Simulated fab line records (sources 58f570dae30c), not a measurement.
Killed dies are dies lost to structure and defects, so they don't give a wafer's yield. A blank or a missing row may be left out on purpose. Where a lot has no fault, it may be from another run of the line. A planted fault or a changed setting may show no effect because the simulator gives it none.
Lot-split experiment    flow berkeley-cmos170    23 wafers read across 5 lots, on a route 331 steps long

## THE SPLIT
At UCB170_V1_CVD_00 (deposits SiO2 from TEOS/O2, target thk 2000 nm, time 250 s), the setting time-s was moved away from the recipe's 250 s on 11 of the 23 wafers read, by -13.4% to +9.9%. All remaining wafers had this setting at the recipe value.

No step appears in the file between the split and the reading.

## THE READING
V1_TEOS_THK (nm), taken at UCB170_V1_THK_MEAS_01. Typical for fault-free wafers on this fab line: 1992 nm, with standard deviation 20 nm.

wafer   tool, chamber at the split  time-s as run, s  against the recipe  V1_TEOS_THK, nm  against lot-mates on the recipe
L074.1  pecvd-03, 2                 225.1             -10.0%              1770             -228
L074.2  pecvd-03, 1                 225.1             -10.0%              1780             -218
L074.3  pecvd-03, 0                 225.1             -10.0%              1766             -232
L074.5  pecvd-03, 0                 250               recipe              1999             -
L074.6  pecvd-03, 1                 250               recipe              1997             -
L079.1  pecvd-02, 1                 250               recipe              1965             -
L079.3  pecvd-02, 2                 216.4             -13.4%              1704             -298
L079.4  pecvd-02, 2                 216.4             -13.4%              1746             -256
L079.5  pecvd-02, 0                 250               recipe              2028             -
L079.6  pecvd-02, 1                 250               recipe              2012             -
L078.4  pecvd-03, 0                 250               recipe              1987             -
L078.5  pecvd-03, 1                 250               recipe              2017             -
L078.6  pecvd-03, 2                 250               recipe              1993             -
L083.1  pecvd-02, 2                 226.4             -9.4%               1790             -212
L083.3  pecvd-02, 1                 226.4             -9.4%               1798             -204
L083.4  pecvd-02, 0                 250               recipe              1992             -
L083.5  pecvd-02, 1                 250               recipe              2012             -
L083.6  pecvd-02, 2                 226.4             -9.4%               1818             -184
L085.2  pecvd-03, 2                 250               recipe              1983             -
L085.3  pecvd-03, 0                 274.8             +9.9%               2170             +178
L085.4  pecvd-03, 1                 274.8             +9.9%               2205             +213
L085.5  pecvd-03, 2                 274.8             +9.9%               2217             +225
L085.6  pecvd-03, 0                 250               recipe              2001             -

FIT RESULTS
A straight line over all 23 wafers: V1_TEOS_THK changes by +20.8 nm for each +1% of time-s; r = +0.99; the points scatter about the line by 18 nm.
The same after taking each lot's own level away (the mean of its wafers on the recipe; 23 wafers): +21.2 nm for each +1%; r = +0.99; scatter 17 nm.
Per that fit: largest time-s move, reading shift of 2.8e+02 nm.
Across the lots, their own levels run from 1992.0 to 2002.0 nm, a range of 0.5 times the standard deviation given above.
So the lot-to-lot level changes the slope little: the two slopes agree.
Check: with one of the wafers moved furthest among these (-13.4%) left out of the fit, the line predicts -284 nm for it against its lot-mates. It came out at -298 nm against them.

## FURTHER SPLITS ON THESE WAFERS
Before the reading, these wafers also passed through other splits. Each is held against what the fit with the lots' levels taken away leaves over:
other split on the same wafers      wafers away from the commonest value  r with V1_TEOS_THK (lot level and that fit taken away)
UCB170_PLDD_EXPOSE_03 dose-mj       9                                     -0.10
UCB170_PLDD_IMPLANT_09 dose-cm2     8                                     +0.17
UCB170_NSD_IMPLANT_08 energy-kev    9                                     -0.10
UCB170_SILICIDE_SPUTTER_01 power-w  10                                    +0.08
UCB170_CONTACT_CVD_01 o2-flow-sccm  18                                    +0.06
UCB170_CONTACT_SOFTBAKE_11 time-s   8                                     -0.19

## THE WHOLE CHAIN: every reading that the file lists as answering this split, in the file's order
step                   what it does                                                reading                                                                    change (the file's fit)               r (the file's)
UCB170_V1_CVD_00       deposits SiO2 from TEOS/O2, target thk 2000 nm, time 250 s  SiO2_of_V1_CVD_00.thk-nm (the simulator's own value, which no gauge read)  +21.2 nm for each +1% of the setting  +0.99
UCB170_V1_THK_MEAS_01                                                              V1_TEOS_THK                                                                +21.2 for each +1% of the setting     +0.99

## FILE'S OWN FIT
V1_TEOS_THK changes by +21.2 nm for each +1% of time-s, r = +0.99.
